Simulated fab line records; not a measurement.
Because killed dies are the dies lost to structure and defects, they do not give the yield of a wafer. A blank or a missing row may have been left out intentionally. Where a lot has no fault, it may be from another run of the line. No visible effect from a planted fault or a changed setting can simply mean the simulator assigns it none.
Which tool is to blame? :: flow rit_cmos :: 45 wafers sampled from 15 lots at 1 step of a route of 202

## WHAT THE GAUGES SHOWED, per wafer
The record holds no reading of a measuring or inspecting step that can be judged against a usual standard deviation.

## WHICH TOOL RAN EACH LOT (tool, then ch and the chambers of the sampled wafers, then the start)
lot: L135
RIT_PSD_EXPOSE_03: iline_stepper-02 ch 0, day 3 08:06

lot: L136
RIT_PSD_EXPOSE_03: iline_stepper-01 ch 0, day 3 13:35

lot: L137
RIT_PSD_EXPOSE_03: iline_stepper-02 ch 0, day 3 17:05

lot: L138
RIT_PSD_EXPOSE_03: iline_stepper-01 ch 0, day 3 17:22

lot: L141
RIT_PSD_EXPOSE_03: iline_stepper-01 ch 0, day 4 11:38

lot: L142
RIT_PSD_EXPOSE_03: iline_stepper-02 ch 0, day 4 16:46

lot: L143
RIT_PSD_EXPOSE_03: iline_stepper-02 ch 0, day 4 21:24

lot: L144
RIT_PSD_EXPOSE_03: iline_stepper-01 ch 0, day 5 05:05

lot: L146
RIT_PSD_EXPOSE_03: iline_stepper-02 ch 0, day 5 14:12

lot: L147
RIT_PSD_EXPOSE_03: iline_stepper-02 ch 0, day 5 17:26

lot: L148
RIT_PSD_EXPOSE_03: iline_stepper-02 ch 0, day 5 20:16

lot: L152
RIT_PSD_EXPOSE_03: iline_stepper-02, day 6 15:37

lot: L153
RIT_PSD_EXPOSE_03: iline_stepper-02, day 6 23:05

lot: L154
RIT_PSD_EXPOSE_03: iline_stepper-02, day 7 05:53

lot: L158
RIT_PSD_EXPOSE_03: iline_stepper-01 ch 0, day 8 00:25
- RIT_PSD_EXPOSE_03: exposes mask M10, target cd 40900 nm.

## WHAT THE TOOLS THEMSELVES READ (means of the sampled wafers that have a number; where no wafer has one, the mark that the record gives instead)
RIT_PSD_EXPOSE_03. Usual: exposure_dose_mJ_cm2 250.00, standard deviation 0.25; focus_offset_nm 0.0 nm, standard deviation 0.51.
lot: L135
tool: iline_stepper-02
exposure_dose_mJ_cm2: 249.86
focus_offset_nm (nm): -0.2
flag: 

lot: L136
tool: iline_stepper-01
exposure_dose_mJ_cm2: 249.79
focus_offset_nm (nm): 0.8
flag: 

lot: L137
tool: iline_stepper-02
exposure_dose_mJ_cm2: 250.01
focus_offset_nm (nm): -0.2
flag: 

lot: L138
tool: iline_stepper-01
exposure_dose_mJ_cm2: 249.84
focus_offset_nm (nm): 0.2
flag: 

lot: L141
tool: iline_stepper-01
exposure_dose_mJ_cm2: 250.38
focus_offset_nm (nm): -0.3
flag: 

lot: L142
tool: iline_stepper-02
exposure_dose_mJ_cm2: 250.15
focus_offset_nm (nm): 0.1
flag: 

lot: L143
tool: iline_stepper-02
exposure_dose_mJ_cm2: 250.33
focus_offset_nm (nm): 0.7
flag: 

lot: L144
tool: iline_stepper-01
exposure_dose_mJ_cm2: 249.82
focus_offset_nm (nm): 0.0
flag: 

lot: L146
tool: iline_stepper-02
exposure_dose_mJ_cm2: 249.85
focus_offset_nm (nm): 0.4
flag: 

lot: L147
tool: iline_stepper-02
exposure_dose_mJ_cm2: 250.24
focus_offset_nm (nm): 0.4
flag: 

lot: L148
tool: iline_stepper-02
exposure_dose_mJ_cm2: 249.82
focus_offset_nm (nm): 0.4
flag: 

lot: L152
tool: iline_stepper-02
exposure_dose_mJ_cm2: -
focus_offset_nm (nm): -
flag: OFF

lot: L153
tool: iline_stepper-02
exposure_dose_mJ_cm2: -
focus_offset_nm (nm): -
flag: OFF

lot: L154
tool: iline_stepper-02
exposure_dose_mJ_cm2: -
focus_offset_nm (nm): -
flag: OFF

lot: L158
tool: iline_stepper-01
exposure_dose_mJ_cm2: 250.00
focus_offset_nm (nm): -0.2
flag: 

## THE ANSWER, worked out from the rows above alone
Rule: take the mean of a lot's wafers that have a number; if it is more than 3 standard deviations from the usual mean, the lot is off. A lot without any number at a reading at which 4 lots or more have one is off too. Where the step has rows for the other lots, those lots are counted as sound. After the gauges, taken in route order, come the tools' own readings; for these a lot's mean is taken, as printed above. At the first step where some lot is off, the reading lying furthest off is the one used; lots without a number count as furthest.
Off, at RIT_PSD_EXPOSE_03 on exposure_dose_mJ_cm2: L152, L153, L154. Without a number there: L152, L153, L154.
If a tool, at that step or one of the process steps before it, ran each lot that is off and ran no sound lot following the first of them, it fits. One fits: RIT_PSD_EXPOSE_03 on iline_stepper-02. A fault onset in the window from L148 (day 5 20:16, its last sound lot) to L152 (day 6 15:37, its first lot off) fits.
Blank at RIT_PSD_EXPOSE_03 on the lots that are off, where sound lots have numbers: exposure_dose_mJ_cm2, focus_offset_nm.

## WHAT THE SIMULATOR PUT IN
Skipped step whole: iline_stepper-02, from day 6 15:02 on, at RIT_PSD_EXPOSE_03. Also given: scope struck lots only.
Shown lots that were struck: L152, L153, L154. The rule above reached the same finding.
